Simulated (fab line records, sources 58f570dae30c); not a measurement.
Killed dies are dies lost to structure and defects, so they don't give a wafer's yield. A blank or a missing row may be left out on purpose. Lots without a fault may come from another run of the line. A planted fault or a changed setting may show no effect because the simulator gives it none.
A struck lot beside a sound one | flow berkeley_cmos170 | 16 steps out of a route of 331
Sound: wafers L703.1, L703.3, L703.4. Struck: wafers L714.2, L714.4, L714.6. The cause comes at the end.
At each step with rows: each side's tool, then ch and its chambers, then its first start. Under that, the readings that differ: sound wafers | struck wafers | difference of the means | sigmas: that difference in standard deviations of wafers without a fault.
alike: readings whose means differ by less than 2 such deviations, and words and numbers that are the same on both sides. not compared: withheld readings, readings that some wafer has no value for, bounds like >300 that may hide the same value, and numbers for which the record gives no deviation and whose values overlap.
The two part at a step that has a row with sigmas, a row that says differs or no value, or rows on one side only. Numbers that don't overlap but have no deviation are shown without sigmas and don't part them. A reading that every wafer of one side lacks parts them only if that side has two wafers or more.

UCB170_M1_SPUTTER_00: material Al, target thk 600 nm, time 80 s.
  sound on pvd_sputter-02, day 9 02:43; struck on pvd_sputter-01, day 10 23:38
  alike: throttle_valve_pct
UCB170_M1_RS_MEAS_01: measures by four-point-probe.
  sound on film_metro-04, day 9 02:47; struck on film_metro-02, day 10 23:43
  alike: M1_AL_RS
UCB170_M1_THK_MEAS_02: measures by xrf.
  sound on film_metro-04, day 9 02:54; struck on film_metro-02, day 10 23:50
  alike: M1_AL_THK
then, 6 steps without rows for these wafers: UCB170_M1_COAT_03; UCB170_M1_COAT_04 (resist thk 900 nm); UCB170_M1_SOFTBAKE_05 (time 60 s); UCB170_M1_EXPOSE_06 (exposes mask METAL1, target cd 700 nm); UCB170_M1_PEB_07; UCB170_M1_DEVELOP_08 (develop time 45 s).
UCB170_M1_CD_MEAS_09: target cd 700 nm.
  sound on cd_sem-02, day 9 03:56; struck on cd_sem-01, day 11 02:40
  reading    | sound             | struck            | difference | sigmas
  cd_nm (nm) | 702.0 701.3 702.1 | 697.5 699.3 698.4 | -3.4       | -3
UCB170_M1_OVL_MEAS_10:
  sound on overlay-02, day 9 04:03; struck on overlay-02, day 11 02:46
  alike: M1_OVL
UCB170_M1_ETCH_11: etches BARC in N2/H2.
  sound on rie_diel-04 ch 0,2,3, day 9 04:05; struck on rie_diel-04 ch 0,1,3, day 11 02:48
  alike: drypump_motor_current_A, oes_product_au, throttle_valve_pct
UCB170_M1_METAL_ETCH_12: etches Al in Cl2/BCl3, stops on PSG, target depth 780 nm, time 130 s.
  sound on rie_metal-03 ch 0,1, day 9 04:08; struck on rie_metal-04 ch 1, day 11 02:53
  reading                             | sound             | struck            | difference | sigmas
  oes_product_au (a.u.)               | 0.854 0.844 0.858 | 0.777 0.776 0.768 | -0.078     | -7
  model.KrF_of_M1_COAT_04.thk_nm (nm) | 438.3 418.2 440.1 | 597.7 597.7 599.2 | +166.0     |
  model.M1.feature_depth_nm (nm)      | 631.6 637.4 626   | 494.3 498.3 496.2 | -135.4     |
  model.etch.depth_nm (nm)            | 593.8 598.5 588.1 | 494.3 498.3 496.2 | -97.2      |
  alike: drypump_motor_current_A, throttle_valve_pct
  not compared: rf_hours_counter_h
UCB170_M1_STRIP_13: strips in O2.
  sound on plasma_asher-01 ch 0,1, day 9 04:16; struck on plasma_asher-01 ch 0,1, day 11 03:07
  alike: drypump_motor_current_A, oes_product_au
  not compared: rf_hours_counter_h
UCB170_M1_CD_MEAS_90: target cd 700 nm.
  sound on cd_sem-02, day 9 04:22; struck on cd_sem-01, day 11 03:14
  reading    | sound             | struck            | difference | sigmas
  cd_nm (nm) | 701.7 703.6 698.4 | 709.3 710.0 709.3 | +8.3       | +3
then, 1 step without rows for these wafers: UCB170_M1_ANNEAL_14 (time 1200 s).

WHERE THEY PART
First at UCB170_M1_CD_MEAS_09; last, within this record, at UCB170_M1_CD_MEAS_90.

WHY: what the simulator had put in
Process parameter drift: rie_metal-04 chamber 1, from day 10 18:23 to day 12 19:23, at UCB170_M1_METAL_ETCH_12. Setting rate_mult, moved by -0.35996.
